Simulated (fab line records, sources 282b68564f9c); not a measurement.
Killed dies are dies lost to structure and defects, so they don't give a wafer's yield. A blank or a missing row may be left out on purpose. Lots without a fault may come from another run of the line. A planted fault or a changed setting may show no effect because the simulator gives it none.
Tool commonality check ; flow ritCmos ; 48 wafers sampled across 14 lots

WHAT PROMPTED THE OPENING
Of 14 lots, 2 have the reading PLDD_TW flagged at RIT_PLDD_TW_MEAS_10. Wafers without a fault read 2363, standard deviation 11.
Rule: a lot gets a flag if all its wafers with a number sit over 4 standard deviations from that mean, or if no wafer of it has a number. All remaining lots are regarded as sound.

lot;measured;on;PLDD_TW, wafer by wafer;flag
L959;day 3 06:22;filmMetro-01;2359 2358 2369;
L960;day 3 10:58;filmMetro-01;2353 2376 2364;
L961;day 3 16:13;filmMetro-01;2359 2360 2363;
L962;day 3 21:58;filmMetro-01;2377 2360 2356;
L963;day 4 04:40;filmMetro-01;2374 2379 2371;
L964;day 4 07:09;filmMetro-02;2370 2372 2386;
L965;day 4 11:04;filmMetro-02;2372 2377 2363;
L966;day 4 18:43;filmMetro-02;2384 2370 2384;
L971;day 5 12:56;filmMetro-01;2362 2362 2354;
L974;day 6 04:40;filmMetro-02;1683 1671 1682 1687 1680 1684;FLAGGED
L976;day 6 14:55;filmMetro-01;1682 1686 1695 1689 1683 1695;FLAGGED
L977;day 6 18:14;filmMetro-01;2357 2381 2379;
L981;day 7 17:49;filmMetro-02;2346 2347 2369;
L982;day 8 00:57;filmMetro-01;2367 2374 2364;
Average over the flagged lots: 1685; offset from the usual -678, equal to -62 standard deviations.

WHICH TOOL EACH LOT WENT THROUGH
The record keeps 1 process step preceding the reading, out of 202 steps on the route. Every cell lists first the tool, next ch and the chambers used by the sampled wafers, and last the start.
lot;flag;RIT_PLDD_IMPLANT_08
L959;;implanter-03 ch 0, day 3 06:02
L960;;implanter-01 ch 0, day 3 10:38
L961;;implanter-04 ch 0, day 3 15:53
L962;;implanter-01 ch 0, day 3 21:40
L963;;implanter-04 ch 0, day 4 04:20
L964;;implanter-01 ch 0, day 4 06:52
L965;;implanter-01 ch 0, day 4 10:45
L966;;implanter-04 ch 0, day 4 18:25
L971;;implanter-04 ch 0, day 5 12:38
L974;FLAGGED;implanter-01 ch 0, day 6 04:20
L976;FLAGGED;implanter-01 ch 0, day 6 14:38
L977;;implanter-04 ch 0, day 6 17:55
L981;;implanter-03 ch 0, day 7 17:32
L982;;implanter-03 ch 0, day 8 00:38
What is done by these steps:
- RIT_PLDD_IMPLANT_08
- RIT_PLDD_TW_MEAS_10

FLAGGED AGAINST TOTAL, ONE TOOL AT A TIME (gauges that did the reading follow at the end)
step;tool;lots run;flagged;share of the flagged lots;sound lots run after its first flagged lot
RIT_PLDD_IMPLANT_08;implanter-01;6;2;all;0
RIT_PLDD_IMPLANT_08;implanter-03;3;0;none;-
RIT_PLDD_IMPLANT_08;implanter-04;5;0;none;-
RIT_PLDD_TW_MEAS_10;filmMetro-01;9;1;some;2 (L977,L982)
RIT_PLDD_TW_MEAS_10;filmMetro-02;5;1;some;1 (L981)

WHAT THE TABLE PERMITS
In the table, 1 row covers all flagged lots: implanter-01 at RIT_PLDD_IMPLANT_08.
- implanter-01 at RIT_PLDD_IMPLANT_08: 2 of its 6 lots flagged. Last sound lot L965 at day 4 10:45, first flagged lot L974 at day 6 04:20; a fault beginning in between fits. Its own readings (doseIonsCm2, faradayCurrentUA) fall more than 4 standard deviations out on all wafers of the flagged lots.
What remains is a single tool, implanter-01 at RIT_PLDD_IMPLANT_08.

WHAT WAS PUT IN BY THE SIMULATOR
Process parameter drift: implanter-01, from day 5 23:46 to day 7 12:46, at RIT_PLDD_IMPLANT_08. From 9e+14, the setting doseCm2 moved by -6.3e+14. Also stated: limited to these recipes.
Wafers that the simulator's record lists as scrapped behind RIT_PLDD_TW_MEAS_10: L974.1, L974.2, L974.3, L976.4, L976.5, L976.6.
Lots struck among those shown: L974, L976. Same finding as the rule above.
